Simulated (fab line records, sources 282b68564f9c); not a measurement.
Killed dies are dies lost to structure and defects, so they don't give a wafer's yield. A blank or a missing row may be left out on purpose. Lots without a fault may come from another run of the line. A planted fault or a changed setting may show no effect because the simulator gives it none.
Which tool did it? | flow rit_cmos | 7 lots, 21 wafers sampled, at 2 steps of a route of 202

WHAT THE GAUGES READ, wafer by wafer
RIT_WELLDRIVE_RS_MEAS_02: measures by four-point-probe.
lot  | measured    | on            | PWELL_RS (ohm/sq)
L459 | day 2 14:10 | film_metro-04 | 429.3 429.0 428.5
L461 | day 3 00:03 | film_metro-03 | 428.8 429.6 428.4
L464 | day 3 15:58 | film_metro-03 | 428.3 426.5 426.9
L466 | day 4 02:14 | film_metro-04 | 429.9 430.0 429.9
L470 | day 4 20:52 | film_metro-02 | 428.8 428.4 428.9
L477 | day 6 13:20 | film_metro-04 | 429.5 429.2 429.5
L479 | day 6 20:49 | film_metro-04 | 428.3 427.5 428.5

WHICH TOOL RAN EACH LOT (tool, then ch and the chambers of the sampled wafers, then the start)
lot  | RIT_ACTIVE_CLEAN_15
L459 | wet_bench-02 ch 1, day 2 01:08
L461 | wet_bench-04 ch 3, day 2 11:15
L464 | wet_bench-02 ch 1, day 3 02:21
L466 | wet_bench-04 ch 1, day 3 12:36
L470 | wet_bench-02 ch 1, day 4 08:16
L477 | wet_bench-04 ch 2, day 5 21:53
L479 | wet_bench-03 ch 1, day 6 05:47
- RIT_ACTIVE_CLEAN_15: cleans in SC1, time 600 s.

THE ANSWER, worked out from the rows above alone
Rule: what is usual is taken from the lots themselves. Put in order of their means at a reading, lots are off if they are a third of the lots or fewer, leave a main group of 4 or more, and stand apart from it by a gap of 3 or more times the standard deviation of the main group's means; of several such gaps the widest counts. A main group whose means are all the same, to the digits that the tables above print for the reading, isn't used. A lot without any number at a reading at which 4 lots or more have one is off too. The other lots that the step has rows for count as sound.
No lot is off at any reading shown: from this, nothing can be told.

WHAT THE SIMULATOR HAD PUT IN
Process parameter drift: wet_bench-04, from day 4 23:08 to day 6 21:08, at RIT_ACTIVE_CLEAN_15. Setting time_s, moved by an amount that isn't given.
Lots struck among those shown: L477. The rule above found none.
